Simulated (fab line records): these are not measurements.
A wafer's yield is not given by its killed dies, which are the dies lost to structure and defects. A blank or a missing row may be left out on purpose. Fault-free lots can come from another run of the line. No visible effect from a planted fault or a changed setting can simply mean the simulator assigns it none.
Which tool is to blame? ; flow rit cmos ; Sampling: 7 lots, 21 wafers, 3 of 202 route steps

WHAT THE GAUGES SHOWED, per wafer
RIT_NRETRO_TW_MEAS_10.
lot;measured;on;NRETRO_TW
L320;day 2 15:53;film metro-04;1059 1062 1057
L326;day 3 21:28;film metro-04;873 870 871
L330;day 4 18:40;film metro-02;1085 1079 1079
L334;day 5 15:32;film metro-04;1054 1049 1046
L337;day 6 06:51;film metro-03;1057 1060 1051
L339;day 6 15:47;film metro-02;1086 1079 1081
L341;day 7 01:01;film metro-04;1046 1050 1048

WHAT TOOL EACH LOT RAN ON (gives the tool, then ch and the chambers of the sampled wafers, and finally the start)
lot;RIT_PWELL_STRIP_09;RIT_NRETRO_IMPLANT_08
L320;plasma asher-03 ch 0,1, day 2 08:50;implanter-04 ch 0, day 2 15:34
L326;plasma asher-03 ch 0,1, day 3 14:25;implanter-01 ch 0, day 3 21:08
L330;plasma asher-04 ch 0,1, day 4 11:29;implanter-03 ch 0, day 4 18:20
L334;plasma asher-03 ch 0,1, day 5 08:22;implanter-04 ch 0, day 5 15:13
L337;plasma asher-04 ch 0,1, day 5 23:40;implanter-03 ch 0, day 6 06:32
L339;plasma asher-03 ch 0,1, day 6 08:37;implanter-01 ch 0, day 6 15:28
L341;plasma asher-04 ch 0,1, day 6 17:29;implanter-03 ch 0, day 7 00:41
- RIT_PWELL_STRIP_09: strips in O2, time 180 s.
- RIT_NRETRO_IMPLANT_08

THE ANSWER, worked out from the rows above alone
Rule: what is usual is taken from the lots themselves. Put in order of their means at a reading, lots are off if they are a third of the lots or fewer, leave a main group of 4 or more, and stand apart from it by a gap of 3 or more times the standard deviation of the main group's means; of several such gaps the widest counts. If all means in a main group match to the digits the tables above print for the reading, that group is not used. A lot without any number at a reading at which 4 lots or more have one is off too. All remaining lots with rows at the step are treated as sound.
Off: L326, seen at RIT_NRETRO_TW_MEAS_10 (NRETRO_TW). Mean 1063 and standard deviation 14 in the main group.
If a tool, at a process step before that reading, ran all the lots that are off and no sound lot after the first of them, it fits. The gauges at RIT_NRETRO_TW_MEAS_10 are tried like those tools. Not one of the candidates tried fits.

WHAT THE SIMULATOR HAD PUT IN
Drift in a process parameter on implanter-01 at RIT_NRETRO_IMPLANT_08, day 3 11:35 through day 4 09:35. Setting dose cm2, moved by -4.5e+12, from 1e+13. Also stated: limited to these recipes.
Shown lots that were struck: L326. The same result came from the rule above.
